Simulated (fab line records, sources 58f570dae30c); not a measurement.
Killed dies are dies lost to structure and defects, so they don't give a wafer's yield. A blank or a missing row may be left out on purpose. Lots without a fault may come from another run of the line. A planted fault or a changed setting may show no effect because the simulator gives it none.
Which tool did it? | flow berkeley_cmos170 | 14 lots, 42 wafers sampled, at 5 steps of a route of 331

WHAT THE GAUGES READ, wafer by wafer
UCB170_NLDD_OVL_MEAS_07. Usual: NLDD_OVL -3 nm, standard deviation 5.1.
lot  | measured     | on         | NLDD_OVL (nm) | flag
L246 | day 6 03:01  | overlay-02 | 2 -6 3        |
L247 | day 6 04:20  | overlay-02 | -4 -1 -7      |
L249 | day 6 18:53  | overlay-02 | 7 4 7         |
L250 | day 6 18:38  | overlay-02 | 5 -3 3        |
L251 | day 7 08:07  | overlay-02 | 7 0 10        |
L252 | day 7 08:49  | overlay-02 | -6 -10 -7     |
L254 | day 8 09:59  | overlay-02 | 0 0 -1        |
L255 | day 8 10:28  | overlay-02 | -15 -12 -10   |
L258 | day 8 18:41  | overlay-02 | -7 -9 -8      |
L259 | day 9 02:59  | overlay-02 | -10 -6 -2     |
L263 | day 9 21:20  | overlay-01 | -11 -4 -8     |
L265 | day 10 13:15 | overlay-01 | 5 -3 5        |
L268 | day 10 22:36 | overlay-02 | -2 -7 -3      |
L269 | day 11 14:03 | overlay-02 | -2 -1 -4      |

UCB170_SDANNEAL_RS_MEAS_04: measures by four-point-probe. Usual: PLDD_RS 1031.6 ohm/sq, standard deviation 2.9.
lot  | measured     | on            | PLDD_RS (ohm/sq)     | flag
L246 | day 6 12:29  | film_metro-03 | 1037.6 1034.7 1037.3 |
L247 | day 6 15:57  | film_metro-03 | 1033.0 1033.6 1034.5 |
L249 | day 7 06:14  | film_metro-04 | 1030.0 1030.2 1030.3 |
L250 | day 7 06:00  | film_metro-01 | 1029.3 1030.2 1030.4 |
L251 | day 7 18:29  | film_metro-03 | 1038.2 1034.1 1033.0 |
L252 | day 7 18:40  | film_metro-04 | 1031.0 1035.4 1032.5 |
L254 | day 8 20:20  | film_metro-03 | 1033.6 1033.7 1033.9 |
L255 | day 8 20:32  | film_metro-04 | 1028.1 1029.1 1030.0 |
L258 | day 9 04:45  | film_metro-03 | 1030.8 1030.6 1027.6 |
L259 | day 9 14:05  | film_metro-01 | 1036.4 1033.9 1032.2 |
L263 | day 10 10:41 | film_metro-04 | 1031.9 1032.3 1030.1 |
L265 | day 11 01:03 | film_metro-04 | 1033.3 1033.5 1031.2 |
L268 | day 11 11:09 | film_metro-01 | 1030.9 1032.6 1032.6 |
L269 | day 12 00:28 | film_metro-04 | 1028.0 1026.0 1025.5 |

UCB170_M1_CD_MEAS_90: target cd 700 nm. Usual: cd_nm 701.1 nm, standard deviation 2.1.
lot  | measured     | on        | cd_nm (nm)        | flag
L246 | day 6 21:31  | cd_sem-01 | 703.6 701.4 704.7 |
L247 | day 6 23:10  | cd_sem-02 | 702.5 701.7 701.9 |
L249 | day 7 15:55  | cd_sem-02 | 700.6 699.1 704.5 |
L250 | day 7 14:29  | cd_sem-01 | 703.8 702.4 702.0 |
L251 | day 8 03:52  | cd_sem-02 | 698.8 698.5 699.2 |
L252 | day 8 04:14  | cd_sem-02 | 700.7 703.1 700.3 |
L254 | day 9 05:18  | cd_sem-02 | 702.4 702.0 701.2 |
L255 | day 9 05:04  | cd_sem-02 | 705.5 703.0 700.1 |
L258 | day 9 13:16  | cd_sem-02 | 703.2 703.0 702.4 |
L259 | day 9 23:58  | cd_sem-02 | 708.4 707.6 707.5 | OFF
L263 | day 10 17:17 | cd_sem-02 | 710.7 708.1 709.8 | OFF
L265 | day 11 08:20 | cd_sem-02 | 699.2 700.3 701.6 |
L268 | day 11 18:34 | cd_sem-02 | 702.2 703.2 699.0 |
L269 | day 12 09:25 | cd_sem-02 | 702.2 699.3 700.5 |

WHICH TOOL RAN EACH LOT (tool, then ch and the chambers of the sampled wafers, then the start)
lot  | UCB170_ZERO_ETCH_06               | UCB170_M1_METAL_ETCH_12
L246 | rie_diel-03 ch 1,2,3, day 1 20:33 | rie_metal-03 ch 0,1, day 6 21:16
L247 | rie_diel-03 ch 1,2,3, day 1 23:16 | rie_metal-03 ch 0,1, day 6 22:55
L249 | rie_diel-03 ch 1,2, day 2 07:53   | rie_metal-04 ch 0,1, day 7 15:40
L250 | rie_diel-03 ch 0,2,3, day 2 13:46 | rie_metal-03 ch 0, day 7 14:08
L251 | rie_diel-02 ch 1,2, day 2 19:33   | rie_metal-01 ch 0,1, day 8 03:37
L252 | rie_diel-02 ch 0,1, day 2 22:58   | rie_metal-03 ch 0,1, day 8 04:00
L254 | rie_diel-02 ch 0,3, day 3 12:11   | rie_metal-03 ch 0,1, day 9 05:04
L255 | rie_diel-01 ch 1,2,3, day 3 18:37 | rie_metal-01 ch 0,1, day 9 04:47
L258 | rie_diel-02 ch 0,2, day 4 04:53   | rie_metal-01 ch 0,1, day 9 13:02
L259 | rie_diel-01 ch 0,1,2, day 4 14:53 | rie_metal-03 ch 0,1, day 9 23:43
L263 | rie_diel-03 ch 1,3, day 5 05:55   | rie_metal-03 ch 1, day 10 17:01
L265 | rie_diel-03 ch 0,1, day 5 18:27   | rie_metal-04 ch 0,1, day 11 08:05
L268 | rie_diel-01 ch 1,2,3, day 6 11:41 | rie_metal-04 ch 0,1, day 11 18:19
L269 | rie_diel-03 ch 0,2, day 6 14:17   | rie_metal-04 ch 0,1, day 12 09:08
- UCB170_ZERO_ETCH_06: etches SiO2 in CHF3/CF4/Ar, time 12 s.
- UCB170_M1_METAL_ETCH_12: etches Al in Cl2/BCl3, stops on PSG, target depth 780 nm, time 130 s.

WHAT THE TOOLS THEMSELVES READ (means of the sampled wafers that have a number; where no wafer has one, the mark that the record gives instead)
UCB170_ZERO_ETCH_06. Usual: CHF3_flow_sccm 50.00 sccm, standard deviation 0.14; drypump_motor_current_A 5.9 A, standard deviation 0.45; oes_product_au 0.617 a.u., standard deviation 0.0064; rf_fwd_power_W 490 W, standard deviation 3; throttle_valve_pct 9.32 %, standard deviation 0.12.
lot  | tool        | CHF3_flow_sccm (sccm) | drypump_motor_current_A (A) | oes_product_au (a.u.) | rf_fwd_power_W (W) | throttle_valve_pct (%) | flag
L246 | rie_diel-03 | 49.99                 | 5.9                         | 0.621                 | 491                | 9.34                   |
L247 | rie_diel-03 | 50.07                 | 5.9                         | 0.620                 | 491                | 9.35                   |
L249 | rie_diel-03 | 50.08                 | 5.5                         | 0.620                 | 490                | 9.36                   |
L250 | rie_diel-03 | 49.98                 | 6.0                         | 0.618                 | 490                | 9.41                   |
L251 | rie_diel-02 | 50.00                 | 5.6                         | 0.613                 | 488                | 9.39                   |
L252 | rie_diel-02 | 50.12                 | 5.4                         | 0.617                 | 488                | 9.40                   |
L254 | rie_diel-02 | 50.00                 | 5.7                         | 0.610                 | 489                | 9.34                   |
L255 | rie_diel-01 | 50.06                 | 6.1                         | 0.623                 | 491                | 9.19                   |
L258 | rie_diel-02 | 49.93                 | 5.7                         | 0.611                 | 490                | 9.44                   |
L259 | rie_diel-01 | 49.96                 | 6.2                         | 0.619                 | 490                | 9.15                   |
L263 | rie_diel-03 | 49.92                 | 6.2                         | 0.620                 | 492                | 9.23                   |
L265 | rie_diel-03 | 50.07                 | 6.2                         | 0.622                 | 492                | 9.19                   |
L268 | rie_diel-01 | 49.97                 | 6.0                         | 0.623                 | 491                | 9.19                   |
L269 | rie_diel-03 | 50.17                 | 5.5                         | 0.610                 | 487                | 9.42                   |

UCB170_M1_METAL_ETCH_12. Usual: drypump_motor_current_A 5.8 A, standard deviation 0.51; oes_product_au 0.852 a.u., standard deviation 0.013; rf_fwd_power_W 596.4 W, standard deviation 2; run_length_s 158.4 s, standard deviation 0.81; throttle_valve_pct 24.40 %, standard deviation 0.068.
lot  | tool         | drypump_motor_current_A (A) | oes_product_au (a.u.) | rf_fwd_power_W (W) | run_length_s (s) | throttle_valve_pct (%) | flag
L246 | rie_metal-03 | 5.5                         | 0.858                 | 597.4              | 158.6            | 24.37                  |
L247 | rie_metal-03 | 6.0                         | 0.844                 | 598.3              | 158.6            | 24.44                  |
L249 | rie_metal-04 | 5.7                         | 0.856                 | 595.5              | 157.9            | 24.37                  |
L250 | rie_metal-03 | 6.4                         | 0.840                 | 598.3              | 158.6            | 24.48                  |
L251 | rie_metal-01 | 5.7                         | 0.848                 | 596.0              | 157.9            | 24.40                  |
L252 | rie_metal-03 | 6.0                         | 0.849                 | 595.9              | 158.6            | 24.45                  |
L254 | rie_metal-03 | 5.5                         | 0.857                 | 598.1              | 158.9            | 24.38                  |
L255 | rie_metal-01 | 5.7                         | 0.838                 | 597.3              | 160.8            | 24.39                  |
L258 | rie_metal-01 | 5.7                         | 0.850                 | 595.2              | 157.8            | 24.39                  |
L259 | rie_metal-03 | 6.0                         | 0.988                 | -                  | 131.2            | 24.37                  | OFF
L263 | rie_metal-03 | 5.1                         | 1.015                 | -                  | 131.2            | 24.25                  | OFF
L265 | rie_metal-04 | 5.7                         | 0.863                 | 597.1              | 157.8            | 24.37                  |
L268 | rie_metal-04 | 5.7                         | 0.859                 | 595.6              | 157.9            | 24.37                  |
L269 | rie_metal-04 | 5.7                         | 0.854                 | 594.8              | 157.8            | 24.38                  |

THE ANSWER, worked out from the rows above alone
Rule: a lot is off if the mean of its wafers that have a number lies more than 3 standard deviations from the usual mean. A lot without any number at a reading at which 4 lots or more have one is off too. The other lots that the step has rows for count as sound. The gauges are gone through in route order, then the tools' own readings, and for those a lot's mean is taken as printed above. The first step at which some lot is off is used, and at that step the reading that is off furthest; a lot without a number counts as furthest.
Off: L259, L263, at UCB170_M1_CD_MEAS_90 (cd_nm).
A tool fits if, at a process step before that reading, it ran every lot that is off, and no sound lot after the first of them. The gauges at UCB170_M1_CD_MEAS_90 aren't tried: what is off there is off at UCB170_M1_METAL_ETCH_12 too, on other tools, and a gauge's error can't cause that. One fits: rie_metal-03 at UCB170_M1_METAL_ETCH_12. Its last sound lot is L254 (day 9 05:04), its first lot that is off L259 (day 9 23:43): a fault that began between those two fits.
The tool's own readings at UCB170_M1_METAL_ETCH_12 bear it out: on the lots that are off they differ by more than 5 times the standard deviation of the sound lots' means. oes_product_au reads 1.002 a.u. there against 0.851 a.u. on the sound lots; run_length_s reads 131.2 s there against 158.4 s on the sound lots.
Blank at UCB170_M1_METAL_ETCH_12 on the lots that are off, where sound lots have numbers: rf_fwd_power_W.

WHAT THE SIMULATOR HAD PUT IN
Process parameter drift: rie_metal-03, from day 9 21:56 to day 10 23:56, at UCB170_M1_METAL_ETCH_12. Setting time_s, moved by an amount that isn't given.
Lots struck among those shown: L259, L263. The rule above found the same.
